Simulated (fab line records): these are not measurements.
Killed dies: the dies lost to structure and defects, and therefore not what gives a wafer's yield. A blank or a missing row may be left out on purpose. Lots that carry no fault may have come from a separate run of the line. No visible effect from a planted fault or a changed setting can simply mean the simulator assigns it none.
Which tool did it? :: flow berkeley-cmos170 :: 13 lots with 39 wafers sampled at 3 steps, on a route of 331 steps

== WHAT THE GAUGES SHOWED, per wafer ==
UCB170_PWELL_TW_MEAS_17. Usual: PWELL_TW typically reads 381.0, with standard deviation 2.7.
lot: L815
measured: day 2 22:16
on: film-metro-04
PWELL_TW: 378.2 376.7 378.9
flag: 

lot: L816
measured: day 3 05:41
on: film-metro-04
PWELL_TW: 379.4 377.1 379.6
flag: 

lot: L817
measured: day 3 10:11
on: film-metro-02
PWELL_TW: 384.5 382.5 381.1
flag: 

lot: L819
measured: day 3 23:36
on: film-metro-03
PWELL_TW: 382.8 379.5 384.0
flag: 

lot: L818
measured: day 3 18:54
on: film-metro-02
PWELL_TW: 382.6 381.6 381.6
flag: 

lot: L826
measured: day 5 06:51
on: film-metro-02
PWELL_TW: 379.8 382.1 382.2
flag: 

lot: L829
measured: day 5 20:58
on: film-metro-03
PWELL_TW: 381.1 380.7 379.5
flag: 

lot: L833
measured: day 6 13:39
on: film-metro-02
PWELL_TW: 382.5 385.8 384.6
flag: 

lot: L832
measured: day 6 13:22
on: film-metro-02
PWELL_TW: 382.1 383.7 386.8
flag: 

lot: L834
measured: day 6 23:46
on: film-metro-03
PWELL_TW: 380.6 380.2 384.2
flag: 

lot: L836
measured: day 7 11:08
on: film-metro-03
PWELL_TW: 382.2 382.8 379.2
flag: 

lot: L837
measured: day 7 11:23
on: film-metro-02
PWELL_TW: 385.1 386.2 383.3
flag: 

lot: L838
measured: day 7 19:38
on: film-metro-04
PWELL_TW: 378.8 376.8 375.1
flag: 

== WHAT TOOL EACH LOT RAN ON (gives the tool, then ch and the chambers of the sampled wafers, and finally the start) ==
lot: L815
UCB170_NWELL_STRIP_15: plasma-asher-03 ch 0,1, day 2 06:36
UCB170_PWELL_ETCH_14: rie-diel-03 ch 1,2, day 2 21:53

lot: L816
UCB170_NWELL_STRIP_15: plasma-asher-03 ch 0,1, day 2 11:27
UCB170_PWELL_ETCH_14: rie-diel-03 ch 0,2,3, day 3 05:20

lot: L817
UCB170_NWELL_STRIP_15: plasma-asher-03 ch 0,1, day 2 15:40
UCB170_PWELL_ETCH_14: rie-diel-01 ch 1,2, day 3 09:50

lot: L819
UCB170_NWELL_STRIP_15: plasma-asher-02 ch 0,1, day 3 01:09
UCB170_PWELL_ETCH_14: rie-diel-03 ch 0,1,3, day 3 23:14

lot: L818
UCB170_NWELL_STRIP_15: plasma-asher-03 ch 0,1, day 3 01:23
UCB170_PWELL_ETCH_14: rie-diel-01 ch 1,2, day 3 18:32

lot: L826
UCB170_NWELL_STRIP_15: plasma-asher-02 ch 0,1, day 4 12:19
UCB170_PWELL_ETCH_14: rie-diel-03 ch 0,2,3, day 5 06:29

lot: L829
UCB170_NWELL_STRIP_15: plasma-asher-01 ch 0,1, day 5 04:55
UCB170_PWELL_ETCH_14: rie-diel-02 ch 0,1,2, day 5 20:37

lot: L833
UCB170_NWELL_STRIP_15: plasma-asher-01 ch 0, day 5 20:26
UCB170_PWELL_ETCH_14: rie-diel-01 ch 0,2,3, day 6 13:18

lot: L832
UCB170_NWELL_STRIP_15: plasma-asher-03 ch 0,1, day 5 20:35
UCB170_PWELL_ETCH_14: rie-diel-01 ch 0,2, day 6 12:59

lot: L834
UCB170_NWELL_STRIP_15: plasma-asher-03 ch 0,1, day 6 04:21
UCB170_PWELL_ETCH_14: rie-diel-02 ch 0,1,3, day 6 21:31

lot: L836
UCB170_NWELL_STRIP_15: plasma-asher-02 ch 0,1, day 6 16:26
UCB170_PWELL_ETCH_14: rie-diel-02 ch 0,1,2, day 7 10:45

lot: L837
UCB170_NWELL_STRIP_15: plasma-asher-03 ch 0,1, day 6 19:24
UCB170_PWELL_ETCH_14: rie-diel-03 ch 1,2,3, day 7 11:01

lot: L838
UCB170_NWELL_STRIP_15: plasma-asher-02 ch 0,1, day 7 03:41
UCB170_PWELL_ETCH_14: rie-diel-01 ch 0,1,2, day 7 19:17
- UCB170_NWELL_STRIP_15: strips in O2.
- UCB170_PWELL_ETCH_14: etches Si3N4 in CH3F/Ar/O2, stops on SiO2, target depth 242 nm, time 151 s.

== AS READ BY THE TOOLS THEMSELVES (means over the sampled wafers that have a number; for cases with no such wafer, the mark the record gives instead) ==
UCB170_NWELL_STRIP_15. Usual: drypump-motor-current-A 5.6 A, standard deviation 0.36; oes-product-au 0.721 a.u., standard deviation 0.0048; strip-time-to-endpoint-s 18.08 s, standard deviation 0.1.
lot: L815
tool: plasma-asher-03
drypump-motor-current-A (A): 5.5
oes-product-au (a.u.): 0.723
strip-time-to-endpoint-s (s): 18.19
flag: 

lot: L816
tool: plasma-asher-03
drypump-motor-current-A (A): 5.5
oes-product-au (a.u.): 0.723
strip-time-to-endpoint-s (s): 18.06
flag: 

lot: L817
tool: plasma-asher-03
drypump-motor-current-A (A): 5.5
oes-product-au (a.u.): 0.716
strip-time-to-endpoint-s (s): 18.06
flag: 

lot: L819
tool: plasma-asher-02
drypump-motor-current-A (A): 5.8
oes-product-au (a.u.): 0.723
strip-time-to-endpoint-s (s): 18.08
flag: 

lot: L818
tool: plasma-asher-03
drypump-motor-current-A (A): 5.5
oes-product-au (a.u.): 0.722
strip-time-to-endpoint-s (s): 18.09
flag: 

lot: L826
tool: plasma-asher-02
drypump-motor-current-A (A): 5.7
oes-product-au (a.u.): 0.719
strip-time-to-endpoint-s (s): 18.05
flag: 

lot: L829
tool: plasma-asher-01
drypump-motor-current-A (A): 5.7
oes-product-au (a.u.): 0.719
strip-time-to-endpoint-s (s): 18.02
flag: 

lot: L833
tool: plasma-asher-01
drypump-motor-current-A (A): 5.3
oes-product-au (a.u.): 0.721
strip-time-to-endpoint-s (s): 18.10
flag: 

lot: L832
tool: plasma-asher-03
drypump-motor-current-A (A): 5.4
oes-product-au (a.u.): 0.719
strip-time-to-endpoint-s (s): 18.07
flag: 

lot: L834
tool: plasma-asher-03
drypump-motor-current-A (A): 5.4
oes-product-au (a.u.): 0.720
strip-time-to-endpoint-s (s): 17.95
flag: 

lot: L836
tool: plasma-asher-02
drypump-motor-current-A (A): 5.7
oes-product-au (a.u.): 0.724
strip-time-to-endpoint-s (s): 18.03
flag: 

lot: L837
tool: plasma-asher-03
drypump-motor-current-A (A): 5.5
oes-product-au (a.u.): 0.724
strip-time-to-endpoint-s (s): 18.15
flag: 

lot: L838
tool: plasma-asher-02
drypump-motor-current-A (A): 5.7
oes-product-au (a.u.): 0.714
strip-time-to-endpoint-s (s): 18.07
flag: 

UCB170_PWELL_ETCH_14. Usual: drypump-motor-current-A 5.82 A, standard deviation 0.22; oes-product-au 0.938 a.u., standard deviation 0.012; rf-fwd-power-W 447.9 W, standard deviation 1.5; throttle-valve-pct 8.12 %, standard deviation 0.1.
lot: L815
tool: rie-diel-03
drypump-motor-current-A (A): 6.01
oes-product-au (a.u.): 0.955
rf-fwd-power-W (W): 448.7
throttle-valve-pct (%): 8.04
flag: 

lot: L816
tool: rie-diel-03
drypump-motor-current-A (A): 5.73
oes-product-au (a.u.): 0.939
rf-fwd-power-W (W): 449.4
throttle-valve-pct (%): 8.05
flag: 

lot: L817
tool: rie-diel-01
drypump-motor-current-A (A): 5.65
oes-product-au (a.u.): 0.947
rf-fwd-power-W (W): 448.6
throttle-valve-pct (%): 8.18
flag: 

lot: L819
tool: rie-diel-03
drypump-motor-current-A (A): 5.81
oes-product-au (a.u.): 0.934
rf-fwd-power-W (W): 446.4
throttle-valve-pct (%): 8.12
flag: 

lot: L818
tool: rie-diel-01
drypump-motor-current-A (A): 5.70
oes-product-au (a.u.): 0.944
rf-fwd-power-W (W): 447.4
throttle-valve-pct (%): 8.17
flag: 

lot: L826
tool: rie-diel-03
drypump-motor-current-A (A): 5.75
oes-product-au (a.u.): 0.940
rf-fwd-power-W (W): 448.0
throttle-valve-pct (%): 8.04
flag: 

lot: L829
tool: rie-diel-02
drypump-motor-current-A (A): 5.79
oes-product-au (a.u.): 0.948
rf-fwd-power-W (W): 447.5
throttle-valve-pct (%): 8.14
flag: 

lot: L833
tool: rie-diel-01
drypump-motor-current-A (A): 5.71
oes-product-au (a.u.): 0.937
rf-fwd-power-W (W): 447.6
throttle-valve-pct (%): 8.14
flag: 

lot: L832
tool: rie-diel-01
drypump-motor-current-A (A): 5.58
oes-product-au (a.u.): 0.934
rf-fwd-power-W (W): 449.6
throttle-valve-pct (%): 8.11
flag: 

lot: L834
tool: rie-diel-02
drypump-motor-current-A (A): 5.94
oes-product-au (a.u.): 0.941
rf-fwd-power-W (W): 449.7
throttle-valve-pct (%): 8.17
flag: 

lot: L836
tool: rie-diel-02
drypump-motor-current-A (A): 5.78
oes-product-au (a.u.): 0.941
rf-fwd-power-W (W): 448.8
throttle-valve-pct (%): 8.16
flag: 

lot: L837
tool: rie-diel-03
drypump-motor-current-A (A): 5.92
oes-product-au (a.u.): 0.931
rf-fwd-power-W (W): 448.7
throttle-valve-pct (%): 8.09
flag: 

lot: L838
tool: rie-diel-01
drypump-motor-current-A (A): 5.63
oes-product-au (a.u.): 0.937
rf-fwd-power-W (W): 448.0
throttle-valve-pct (%): 8.11
flag: 

== THE ANSWER, worked out from the rows above alone ==
Rule: a lot is off if the mean of its wafers that have a number lies more than 3 standard deviations from the usual mean. A lot without any number at a reading at which 4 lots or more have one is off too. The other lots that the step has rows for count as sound. The gauges are gone through in route order, then the tools' own readings, and for those a lot's mean is taken as printed above. The first step at which some lot is off is used, and at that step the reading that is off furthest; a lot without a number counts as furthest.
Nothing can be told from this: no lot is off at any reading shown.

== WHAT THE SIMULATOR HAD INSERTED ==
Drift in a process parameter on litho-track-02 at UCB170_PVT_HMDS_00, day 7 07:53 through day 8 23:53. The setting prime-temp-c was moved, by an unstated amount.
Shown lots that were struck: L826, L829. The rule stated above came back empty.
